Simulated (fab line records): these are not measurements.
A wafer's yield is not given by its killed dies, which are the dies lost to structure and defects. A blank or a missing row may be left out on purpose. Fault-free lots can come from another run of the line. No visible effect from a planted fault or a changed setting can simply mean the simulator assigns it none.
fab line records	flow berkeley_cmos170	part 1 of 2: steps 1 to 36 of 44
[record] lots = 7	wafers = 21	last_day = 12
route steps=331 shown NLDD@161 SPACER@171 PSD@175 NSD@187 BACKSIDE@199 PLDD@208 M3@331
lots that met no fault: from a run of the same line without faults
start_h: hours from the record's opening day to when the first of the lot's shown wafers began	wait_h: how many hours have passed since the lot's step before this one	" as in the row above	L1.1+2: a single row standing in for several wafers	- either no value or no given start	* or withheld: withheld	< > ~ a bound
route shown NAME@n: a module of which the file shows steps, and the number in the route of the first	usual: mean and standard deviation over wafers with no fault	same: alike in all rows	chamber/n: place in a boat	sites: each site's reading	_std_site: how widely they spread, as a standard deviation	_edge_site: the outer-site mean with the inner-site mean subtracted	radius_mm: for every site, how far away it sits from the centre of the wafer	mask NAME#n: copy n	behind: the last tool/chamber to shape the wafer	hold: why the lot was held/for how many hours/how that ended	device: the transistor (n, p or np) that didn't switch	end of line: tests run on the same wafers once the route is complete	a step given without rows: its recipe and nothing more	killed: dies lost to structure and defects at the first sort, not the wafer's yield	map: the dies of a wafer, with x for killed, . for not killed, _ for no die there
set.NAME: the run value of the setting; set.NAME@STEP: its run value at that earlier step	model.NAME: the simulator's own value behind a step, which no gauge read
lots seen at some steps along the route; tables by step, rows by wafer
services: from which hour (start_h, from the record's first day; less than 0 if before it) a tool's chamber was out of use, for how many hours, and why
[[steps]]
[step UCB170_NLDD_EXPOSE_03]
[recipe] mask_id = NSELECT	na = 0.5	sigma_outer = 0.6	source_shape = conventional	target_cd_nm = 1200	dose_mj = 30
[step UCB170_NLDD_PEB_04]
[recipe] peb_temp_c = 130	peb_time_s = withheld	resist = KrF
[step UCB170_NLDD_DEVELOP_05]
[recipe] developer = TMAH	develop_time_s = 45	resist = KrF	dev_temp_c = 21
[step UCB170_NLDD_CD_MEAS_06]
[recipe] target_cd_nm = 1200
[usual] cd_nm = 1199.7/1.5
lot.wafer	tool	chamber	start_h	wait_h	cd_nm
L688.1	cd_sem-02	-	110.27	-	1199.8
L688.4	"	-	"	"	1199.8
L688.5	"	-	"	"	1200.7
L690.2	cd_sem-01	-	143.55	-	1199.9
L690.3	"	-	"	"	1200.1
L690.4	"	-	"	"	1199.8
L697.3	cd_sem-01	-	174.93	-	1195.5
L697.4	"	-	"	"	1196.6
L697.5	"	-	"	"	1196.6
L698.1	cd_sem-02	-	182.18	-	1199.0
L698.4	"	-	"	"	1199.4
L698.6	"	-	"	"	1198.4
L700.1	cd_sem-01	-	182.64	-	1197.6
L700.2	"	-	"	"	1197.9
L700.6	"	-	"	"	1198.9
L701.1	cd_sem-02	-	193.03	-	1199.8
L701.2	"	-	"	"	1200.6
L701.4	"	-	"	"	1201.4
L711.1	cd_sem-01	-	240.82	-	1201.1
L711.3	"	-	"	"	1200.8
L711.4	"	-	"	"	1201.3
[step UCB170_NLDD_OVL_MEAS_07]
[usual] NLDD_OVL = 6/5.8
lot.wafer	tool	chamber	start_h	wait_h	NLDD_OVL[nm]
L688.1	overlay-01	-	110.39	0.1	9
L688.4	"	-	"	"	4
L688.5	"	-	"	"	1
L690.2	overlay-02	-	143.65	0.1	16
L690.3	"	-	"	"	9
L690.4	"	-	"	"	14
L697.3	overlay-01	-	175.03	0.1	3
L697.4	"	-	"	"	2
L697.5	"	-	"	"	2
L698.1	overlay-01	-	182.30	0.1	-7
L698.4	"	-	"	"	-5
L698.6	"	-	"	"	3
L700.1	overlay-01	-	182.76	0.1	-2
L700.2	"	-	"	"	-3
L700.6	"	-	"	"	7
L701.1	overlay-02	-	193.15	0.1	3
L701.2	"	-	"	"	9
L701.4	"	-	"	"	5
L711.1	overlay-01	-	240.94	0.1	12
L711.3	"	-	"	"	11
L711.4	"	-	"	"	12
[step UCB170_NLDD_IMPLANT_08]
[recipe] species = As	dose_cm2 = 5e+13	energy_kev = 30	tilt_deg = 7	rotation_deg = 0
[step UCB170_NLDD_IMPLANT_09]
[recipe] species = As	dose_cm2 = 5e+13	energy_kev = 30	tilt_deg = 7	rotation_deg = 180
[step UCB170_NLDD_STRIP_10]
[recipe] chemistry = O2	power_w = 400	pressure_mtorr = 3500	platen_temp_c = withheld	o2_flow_sccm = 400	overash_fraction = 0.5
[usual] chamber_pressure_mTorr = 3500/3.2	drypump_motor_current_A = 5.6/0.53	o2_flow_sccm = 400.1/1.2	oes_product_au = 0.734/0.0046	strip_time_to_endpoint_s = 21.62/0.062
lot.wafer	tool	chamber	start_h	wait_h	chamber_pressure_mTorr	drypump_motor_current_A	o2_flow_sccm	oes_product_au	rf_hours_counter_h	strip_time_to_endpoint_s
L688.1	plasma_asher-04	0	110.73	0.1	3503	5.8	401.7	0.745	33	21.59
L688.4	"	0	"	"	3500	5.8	400.1	0.735	-	21.60
L688.5	"	0	"	"	3503	5.8	402.2	0.732	-	21.64
L690.2	plasma_asher-04	0	143.98	0.1	3497	5.8	400.1	0.739	37	21.63
L690.3	"	1	"	"	3505	4.8	398.4	0.738	-	21.61
L690.4	"	0	"	"	3502	5.8	401.0	0.737	-	21.67
L697.3	plasma_asher-03	1	175.38	0.1	3495	6.1	400.3	0.733	-	21.61
L697.4	"	0	"	"	3499	6.1	399.4	0.726	-	21.49
L697.5	"	1	"	"	3504	6.0	400.0	0.727	-	21.52
L698.1	plasma_asher-03	0	182.64	0.1	3499	6.1	399.2	0.729	5	21.70
L698.4	"	1	"	"	3496	6.0	400.3	0.734	-	21.71
L698.6	"	0	"	"	3504	6.1	400.2	0.733	-	21.64
L700.1	plasma_asher-04	0	183.10	0.1	3500	5.8	398.2	0.733	41	21.62
L700.2	"	1	"	"	3506	4.8	400.5	0.725	41	21.62
L700.6	"	0	"	"	3506	5.8	397.9	0.734	-	21.61
L701.1	plasma_asher-04	1	193.49	0.1	3500	4.8	400.6	0.737	42	21.50
L701.2	"	0	"	"	3500	5.8	401.0	0.733	42	21.50
L701.4	"	0	"	"	3503	5.8	401.4	0.738	-	21.47
L711.1	plasma_asher-04	0	241.28	0.1	3500	5.8	402.5	0.735	47	21.45
L711.3	"	1	"	"	3492	4.7	399.9	0.737	-	21.54
L711.4	"	0	"	"	3502	5.8	403.2	0.737	-	21.44
[step UCB170_NLDD_TW_MEAS_11]
[usual] NLDD_TW = 2238/35
lot.wafer	tool	chamber	start_h	wait_h	NLDD_TW
L688.1	film_metro-01	-	110.83	0.1	2255
L688.4	"	-	"	"	2256
L688.5	"	-	"	"	2257
L690.2	film_metro-02	-	144.09	0.1	2191
L690.3	"	-	"	"	2191
L690.4	"	-	"	"	2193
L697.3	film_metro-04	-	175.47	0.1	2270
L697.4	"	-	"	"	2278
L697.5	"	-	"	"	2273
L698.1	film_metro-04	-	182.74	0.1	2263
L698.4	"	-	"	"	2274
L698.6	"	-	"	"	2264
L700.1	film_metro-01	-	183.20	0.1	2268
L700.2	"	-	"	"	2259
L700.6	"	-	"	"	2257
L701.1	film_metro-02	-	193.59	0.1	2199
L701.2	"	-	"	"	2172
L701.4	"	-	"	"	2181
L711.1	film_metro-02	-	241.38	0.1	2197
L711.3	"	-	"	"	2201
L711.4	"	-	"	"	2196
[step UCB170_NLDD_CLEAN_12]
[recipe] chemistry = SPM	temp_c = 120	time_s = 600
[step UCB170_SPACER_CVD_00]
[recipe] material = SiO2	target_thk_nm = 376	temp_c = 390	precursor = TEOS/O2	time_s = 47	rf_w = 550	pressure_mtorr = 9000
[step UCB170_SPACER_THK_MEAS_01]
[recipe] reads = SiO2_of_SPACER_CVD_00
[usual] SPACER_TEOS_THK = 377/5.7
lot.wafer	tool	chamber	start_h	wait_h	SPACER_TEOS_THK[nm]
L688.1	film_metro-04	-	111.44	0.0	370
L688.4	"	-	"	"	377
L688.5	"	-	"	"	381
L690.2	film_metro-03	-	144.39	0.0	371
L690.3	"	-	"	"	373
L690.4	"	-	"	"	379
L697.3	film_metro-04	-	175.75	0.0	371
L697.4	"	-	"	"	375
L697.5	"	-	"	"	382
L698.1	film_metro-03	-	183.02	0.0	374
L698.4	"	-	"	"	380
L698.6	"	-	"	"	375
L700.1	film_metro-02	-	183.47	0.0	371
L700.2	"	-	"	"	377
L700.6	"	-	"	"	375
L701.1	film_metro-03	-	193.88	0.0	376
L701.2	"	-	"	"	365
L701.4	"	-	"	"	374
L711.1	film_metro-04	-	241.67	0.0	370
L711.3	"	-	"	"	376
L711.4	"	-	"	"	374
[step UCB170_SPACER_ANNEAL_02]
[recipe] temp_c = 900	time_s = 1800	ambient = N2
[usual] spike_tc_centre_C = 902.9/1	spike_tc_load_C = 927.0/2.7	spike_tc_source_C = 925/3.2	tube_center_temp_C = 900/0.084	tube_center_temp_C_max = 902.4/0.41	zone_power_load_pct = 23.3/0.53
lot.wafer	tool	chamber	start_h	wait_h	spike_tc_centre_C	spike_tc_load_C	spike_tc_source_C	tube_center_temp_C	tube_center_temp_C_max	zone_power_load_pct
L688.1	furnace-03	0	111.87	0.4	902.6	930.3	923	899.88	902.0	23.4
L688.4	"	0	"	"	900.1	929.8	922	899.94	902.3	23.7
L688.5	"	0	"	"	903.7	928.7	923	899.86	902.6	23.2
L690.2	furnace-02	0	145.59	1.2	903.1	923.7	929	899.93	902.4	22.8
L690.3	"	0	"	"	903.6	925.0	927	899.88	901.8	22.9
L690.4	"	0	"	"	901.9	926.0	927	900.02	901.8	22.7
L697.3	furnace-03	0	177.76	2.0	971.1	1001.3	991	968.97	971.6	28.2
L697.4	"	0	"	"	971.8	1000.8	991	969.14	971.7	27.8
L697.5	"	0	"	"	971.4	1000.9	991	969.03	970.7	28.7
L698.1	furnace-03	0	186.56	3.5	971.2	1000.8	991	968.81	971.5	28.3
L698.4	"	0	"	"	973.0	1002.3	989	968.78	972.3	28.4
L698.6	"	0	"	"	972.4	1002.4	990	968.92	970.9	27.9
L700.1	furnace-03	0	186.56	3.1	971.3	998.8	991	968.92	971.2	28.1
L700.2	"	0	"	"	968.8	1002.8	992	968.79	970.9	27.9
L700.6	"	0	"	"	973.9	999.4	991	968.85	971.1	27.7
L701.1	furnace-02	0	197.50	3.6	902.0	925.5	927	900.11	902.7	22.8
L701.2	"	0	"	"	901.9	925.1	928	900.06	902.2	23.2
L701.4	"	0	"	"	903.2	923.8	925	899.96	902.6	22.8
L711.1	furnace-02	0	245.70	4.0	904.6	926.6	928	900.02	902.5	22.7
L711.3	"	0	"	"	902.7	926.6	927	900	902.5	22.8
L711.4	"	0	"	"	904.7	924.3	928	900.03	902.0	23.1
[step UCB170_SPACER_ETCHBACK_03]
[recipe] stop_on = Si	target = SiO2	chemistry = CHF3/CF4/Ar	CHF3_flow_sccm = 50	cf4_flow_sccm = 10	Ar_flow_sccm = 120	pressure_mtorr = 200	rf_w = 500	target_depth_a = 3760	time_s = 100
[usual] chamber_pressure_mTorr = 200.00/0.19	drypump_motor_current_A = 5.92/0.29	oes_product_au = 0.903/0.015	rf_fwd_power_W = 497.0/1.8	throttle_valve_pct = 6.47/0.076
lot.wafer	tool	chamber	start_h	wait_h	chamber_pressure_mTorr	drypump_motor_current_A	oes_product_au	rf_fwd_power_W	rf_hours_counter_h	throttle_valve_pct
L688.1	rie_diel-01	0	113.37	0.0	199.79	5.59	0.886	498.0	157	6.41
L688.4	"	1	"	"	199.90	5.90	0.903	497.6	15	6.51
L688.5	"	2	"	"	200.41	5.62	0.907	496.8	-	6.56
L690.2	rie_diel-02	3	147.09	0.0	200.07	6.37	0.881	495.3	47	6.45
L690.3	"	2	"	"	199.88	6.39	0.891	495.5	90	6.30
L690.4	"	1	"	"	200.03	6.19	0.907	497.4	-	6.46
L697.3	rie_diel-03	2	179.26	0.0	199.97	6.05	0.896	496.9	1	6.45
L697.4	"	1	"	"	199.79	6.36	0.898	500.3	154	6.55
L697.5	"	3	"	"	200.06	5.77	0.925	496.6	-	6.38
L698.1	rie_diel-03	0	188.06	0.0	200.15	5.55	0.890	500.7	109	6.48
L698.4	"	3	"	"	199.87	5.77	0.927	494.1	48	6.37
L698.6	"	3	"	"	199.91	5.76	0.909	493.7	-	6.37
L700.1	rie_diel-02	3	188.06	0.0	199.88	6.35	0.875	497.4	48	6.45
L700.2	"	0	"	"	199.93	5.88	0.898	496.2	102	6.63
L700.6	"	0	"	"	199.79	5.90	0.900	496.6	-	6.63
L701.1	rie_diel-03	3	199.00	0.0	200.16	5.75	0.920	496.4	49	6.38
L701.2	"	0	"	"	200.00	5.55	0.884	496.6	110	6.47
L701.4	"	3	"	"	200.18	5.76	0.910	493.0	-	6.36
L711.1	rie_diel-02	3	247.20	0.0	199.94	6.39	0.869	497.4	51	6.44
L711.3	"	2	"	"	199.75	6.40	0.904	494.9	94	6.30
L711.4	"	1	"	"	199.70	6.20	0.892	497.9	8	6.46
[step UCB170_PSD_HMDS_00]
[recipe] prime_time_s = 60	prime_temp_c = 100
[step UCB170_PSD_COAT_01]
[recipe] resist = KrF	spin_rpm = 1500	resist_thk_nm = 900
[step UCB170_PSD_SOFTBAKE_02]
[recipe] resist = KrF	temp_c = 130	time_s = 60
[step UCB170_PSD_EXPOSE_03]
[recipe] mask_id = PSELECT_MOD	na = 0.5	sigma_outer = 0.6	source_shape = conventional	target_cd_nm = 1200	dose_mj = 30
[step UCB170_PSD_PEB_04]
[recipe] peb_temp_c = 129.6	peb_time_s = withheld	resist = KrF
[step UCB170_PSD_DEVELOP_05]
[recipe] developer = TMAH	develop_time_s = 45	resist = KrF	dev_temp_c = 21
[step UCB170_PSD_CD_MEAS_06]
[recipe] target_cd_nm = 1200
[usual] cd_nm = 1199.8/1.7
lot.wafer	tool	chamber	start_h	wait_h	cd_nm
L688.1	cd_sem-02	-	114.61	-	1201.6
L688.4	"	-	"	"	1201.3
L688.5	"	-	"	"	1201.3
L690.2	cd_sem-01	-	148.28	-	1199.9
L690.3	"	-	"	"	1198.5
L690.4	"	-	"	"	1197.7
L697.3	cd_sem-02	-	180.21	-	1201.0
L697.4	"	-	"	"	1199.9
L697.5	"	-	"	"	1201.9
L698.1	cd_sem-01	-	189.31	-	1199.6
L698.4	"	-	"	"	1200.0
L698.6	"	-	"	"	1199.7
L700.1	cd_sem-02	-	189.58	-	1199.4
L700.2	"	-	"	"	1199.3
L700.6	"	-	"	"	1200.3
L701.1	cd_sem-02	-	200.37	-	1197.1
L701.2	"	-	"	"	1196.4
L701.4	"	-	"	"	1195.8
L711.1	cd_sem-02	-	248.84	-	1199.2
L711.3	"	-	"	"	1199.1
L711.4	"	-	"	"	1200.3
[step UCB170_PSD_OVL_MEAS_07]
[usual] PSD_OVL = 3/5.4
lot.wafer	tool	chamber	start_h	wait_h	PSD_OVL[nm]
L688.1	overlay-01	-	114.73	0.1	9
L688.4	"	-	"	"	2
L688.5	"	-	"	"	6
L690.2	overlay-01	-	148.38	0.1	3
L690.3	"	-	"	"	-6
L690.4	"	-	"	"	1
L697.3	overlay-02	-	180.30	0.1	8
L697.4	"	-	"	"	-3
L697.5	"	-	"	"	14
L698.1	overlay-02	-	189.43	0.1	6
L698.4	"	-	"	"	13
L698.6	"	-	"	"	4
L700.1	overlay-01	-	189.70	0.1	-3
L700.2	"	-	"	"	-9
L700.6	"	-	"	"	-2
L701.1	overlay-02	-	200.49	0.1	6
L701.2	"	-	"	"	4
L701.4	"	-	"	"	5
L711.1	overlay-02	-	248.96	0.1	6
L711.3	"	-	"	"	6
L711.4	"	-	"	"	10
[step UCB170_PSD_IMPLANT_08]
[recipe] species = B	dose_cm2 = 3e+15	energy_kev = 20	tilt_deg = 7
[step UCB170_PSD_STRIP_09]
[recipe] chemistry = O2	power_w = 400	pressure_mtorr = 3500	platen_temp_c = withheld	o2_flow_sccm = 400	overash_fraction = 0.5
[usual] chamber_pressure_mTorr = 3500/3.2	drypump_motor_current_A = 5.8/0.41	o2_flow_sccm = 400.0/1.1	oes_product_au = 0.600/0.0044	strip_time_to_endpoint_s = 29.41/0.094
lot.wafer	tool	chamber	start_h	wait_h	chamber_pressure_mTorr	drypump_motor_current_A	o2_flow_sccm	oes_product_au	rf_hours_counter_h	strip_time_to_endpoint_s
L688.1	plasma_asher-02	1	114.92	0.1	3502	5.4	400.6	0.596	40	29.51
L688.4	"	1	"	"	3499	5.4	400.7	0.603	-	29.46
L688.5	"	0	"	"	3503	6.3	399.7	0.603	-	29.54
L690.2	plasma_asher-01	0	148.56	0.1	3500	5.2	398.8	0.603	44	29.40
L690.3	"	0	"	"	3500	5.1	400.7	0.597	-	29.44
L690.4	"	1	"	"	3500	6.1	400.9	0.595	-	29.41
L697.3	plasma_asher-01	1	180.51	0.1	3500	6.1	399.6	0.599	-	29.47
L697.4	"	0	"	"	3505	5.2	400.8	0.598	-	29.41
L697.5	"	0	"	"	3505	5.2	399.0	0.598	-	29.53
L698.1	plasma_asher-02	0	189.62	0.1	3500	6.2	401.4	0.609	48	29.52
L698.4	"	1	"	"	3502	5.4	399.2	0.603	-	29.41
L698.6	"	1	"	"	3499	5.4	400.0	0.604	-	29.45
L700.1	plasma_asher-01	0	189.89	0.1	3502	5.2	400.2	0.605	49	29.30
L700.2	"	1	"	"	3504	6.1	399.7	0.603	49	29.26
L700.6	"	0	"	"	3497	5.1	399.3	0.601	-	29.30
L701.1	plasma_asher-03	1	200.67	0.1	3503	6.1	400.5	0.593	6	29.22
L701.2	"	0	"	"	3498	6.1	399.8	0.608	6	29.21
L701.4	"	1	"	"	3498	6.1	400.4	0.592	-	29.36
L711.1	plasma_asher-03	1	249.15	0.1	3495	6.0	399.0	0.598	11	29.20
L711.3	"	0	"	"	3503	6.1	400.0	0.596	-	29.24
L711.4	"	1	"	"	3503	6.0	399.2	0.602	-	29.24
[step UCB170_PSD_TW_MEAS_10]
[usual] PSD_TW = 2337/33
lot.wafer	tool	chamber	start_h	wait_h	PSD_TW
L688.1	film_metro-04	-	115.02	0.1	2367
L688.4	"	-	"	"	2367
L688.5	"	-	"	"	2354
L690.2	film_metro-04	-	148.67	0.1	2376
L690.3	"	-	"	"	2361
L690.4	"	-	"	"	2372
L697.3	film_metro-02	-	180.60	0.1	2319
L697.4	"	-	"	"	2312
L697.5	"	-	"	"	2306
L698.1	film_metro-02	-	189.72	0.1	2313
L698.4	"	-	"	"	2297
L698.6	"	-	"	"	2311
L700.1	film_metro-04	-	189.99	0.1	2381
L700.2	"	-	"	"	2393
L700.6	"	-	"	"	2381
L701.1	film_metro-02	-	200.77	0.1	2291
L701.2	"	-	"	"	2300
L701.4	"	-	"	"	2280
L711.1	film_metro-01	-	249.25	0.1	2353
L711.3	"	-	"	"	2338
L711.4	"	-	"	"	2352
[step UCB170_PSD_CLEAN_11]
[recipe] chemistry = SPM	temp_c = 120	time_s = 600
[step UCB170_NSD_HMDS_00]
[recipe] prime_time_s = 60	prime_temp_c = 100
[step UCB170_NSD_COAT_01]
[recipe] resist = KrF	spin_rpm = 1500	resist_thk_nm = 900
[step UCB170_NSD_SOFTBAKE_02]
[recipe] resist = KrF	temp_c = 130	time_s = 60
[step UCB170_NSD_EXPOSE_03]
[recipe] mask_id = NSELECT_MOD	na = 0.5	sigma_outer = 0.6	source_shape = conventional	target_cd_nm = 1200	dose_mj = 30.5
[step UCB170_NSD_PEB_04]
[recipe] peb_temp_c = 130	peb_time_s = withheld	resist = KrF
[step UCB170_NSD_DEVELOP_05]
[recipe] developer = TMAH	develop_time_s = 45	resist = KrF	dev_temp_c = 21
[step UCB170_NSD_CD_MEAS_06]
[recipe] target_cd_nm = 1200
[usual] cd_nm = 1199.8/1.2
lot.wafer	tool	chamber	start_h	wait_h	cd_nm
L688.1	cd_sem-01	-	116.39	-	1199.7
L688.4	"	-	"	"	1199.1
L688.5	"	-	"	"	1198.6
L690.2	cd_sem-01	-	150.74	-	1200.2
L690.3	"	-	"	"	1200.4
L690.4	"	-	"	"	1199.5
L697.3	cd_sem-01	-	181.82	-	1198.8
L697.4	"	-	"	"	1198.6
L697.5	"	-	"	"	1198.7
L698.1	cd_sem-01	-	191.79	-	1198.3
L698.4	"	-	"	"	1198.4
L698.6	"	-	"	"	1199.6
L700.1	cd_sem-02	-	191.92	-	1198.9
L700.2	"	-	"	"	1199.2
L700.6	"	-	"	"	1199.3
L701.1	cd_sem-01	-	202.21	-	1200.1
L701.2	"	-	"	"	1200.2
L701.4	"	-	"	"	1200.9
L711.1	cd_sem-02	-	251.02	-	1201.2
L711.3	"	-	"	"	1201.1
L711.4	"	-	"	"	1200.6
[step UCB170_NSD_OVL_MEAS_07]
[usual] NSD_OVL = 3/5.1
lot.wafer	tool	chamber	start_h	wait_h	NSD_OVL[nm]
L688.1	overlay-01	-	116.51	0.1	-5
L688.4	"	-	"	"	2
L688.5	"	-	"	"	3
L690.2	overlay-02	-	150.84	0.1	-3
L690.3	"	-	"	"	4
L690.4	"	-	"	"	-4
L697.3	overlay-02	-	181.91	0.1	6
L697.4	"	-	"	"	-2
L697.5	"	-	"	"	6
L698.1	overlay-01	-	191.91	0.1	-5
L698.4	"	-	"	"	1
L698.6	"	-	"	"	-2
L700.1	overlay-01	-	192.04	0.1	2
L700.2	"	-	"	"	9
L700.6	"	-	"	"	8
L701.1	overlay-01	-	202.33	0.1	-3
L701.2	"	-	"	"	8
L701.4	"	-	"	"	4
L711.1	overlay-01	-	251.14	0.1	8
L711.3	"	-	"	"	11
L711.4	"	-	"	"	4
[step UCB170_NSD_IMPLANT_08]
[recipe] species = P	dose_cm2 = 3e+15	energy_kev = 40	tilt_deg = 7
[step UCB170_NSD_STRIP_09]
[recipe] chemistry = O2	power_w = 400	pressure_mtorr = 3500	platen_temp_c = withheld	o2_flow_sccm = 400	overash_fraction = 0.5
[usual] chamber_pressure_mTorr = 3500/3.5	drypump_motor_current_A = 5.7/0.51	o2_flow_sccm = 400.1/1.1	oes_product_au = 0.534/0.0042	strip_time_to_endpoint_s = 35.85/0.084
lot.wafer	tool	chamber	start_h	wait_h	chamber_pressure_mTorr	drypump_motor_current_A	o2_flow_sccm	oes_product_au	rf_hours_counter_h	strip_time_to_endpoint_s
L688.1	plasma_asher-04	1	116.70	0.1	3500	4.8	401.1	0.531	34	35.91
L688.4	"	1	"	"	3492	4.7	403.2	0.535	-	35.80
L688.5	"	1	"	"	3501	4.8	402.5	0.537	-	35.84
L690.2	plasma_asher-03	1	151.02	0.1	3503	6.0	400.3	0.544	3	35.98
L690.3	"	1	"	"	3503	6.0	400.9	0.536	-	36.01
L690.4	"	0	"	"	3506	6.1	398.9	0.542	-	35.96
L697.3	plasma_asher-04	1	182.12	0.1	3490	4.8	401.2	0.526	-	36.00
L697.4	"	0	"	"	3502	5.7	398.3	0.545	-	35.92
L697.5	"	0	"	"	3495	5.8	399.4	0.533	-	36.03
L698.1	plasma_asher-04	0	192.10	0.1	3494	5.8	400.5	0.542	42	35.88
L698.4	"	0	"	"	3499	5.7	399.6	0.532	-	35.87
L698.6	"	1	"	"	3498	4.8	399.0	0.528	-	35.90
L700.1	plasma_asher-03	0	192.25	0.1	3494	6.1	400.0	0.534	6	35.82
L700.2	"	1	"	"	3501	6.0	401.2	0.533	6	35.87
L700.6	"	0	"	"	3503	6.0	399.0	0.532	-	35.85
L701.1	plasma_asher-02	0	202.52	0.1	3502	6.2	399.6	0.527	49	35.79
L701.2	"	1	"	"	3502	5.3	400.1	0.534	49	35.84
L701.4	"	1	"	"	3501	5.4	401.3	0.537	-	35.79
L711.1	plasma_asher-04	1	251.32	0.1	3505	4.7	398.8	0.534	48	35.72
L711.3	"	1	"	"	3501	4.8	399.8	0.527	-	35.65
L711.4	"	0	"	"	3504	5.8	401.4	0.539	-	35.69
[[key]]
[first_sign] step = UCB170_SPACER_ANNEAL_02	reading = tube_center_temp_C	direction = up	sigmas = 99+	usual = *	struck = *
[effect] step = UCB170_SPACER_ANNEAL_02	reading = tube_center_temp_C_max	direction = up	sigmas = 99+	usual = *	struck = *
[effect] step = UCB170_SDANNEAL_RS_MEAS_04	reading = PLDD_RS	direction = down	sigmas = 51	usual = 1032	struck = 866
met_at UCB170_SPACER_ANNEAL_02
struck_wafers L697.3,L697.4,L697.5,L698.1,L698.4,L698.6,L700.1,L700.2,L700.6
scrapped_behind UCB170_SDANNEAL_RS_MEAS_04 L697.3,L697.4,L697.5,L698.1,L698.4,L698.6,L700.1,L700.2,L700.6
onset_between 111.87 177.76
[fault] kind = process_parameter_drift	tool = furnace-03	chamber = -	onset_h = 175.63	steps = UCB170_SPACER_ANNEAL_02	channel = temp_c	offset = *	shape = step	end_h = 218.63	acts_in = *	stated = *
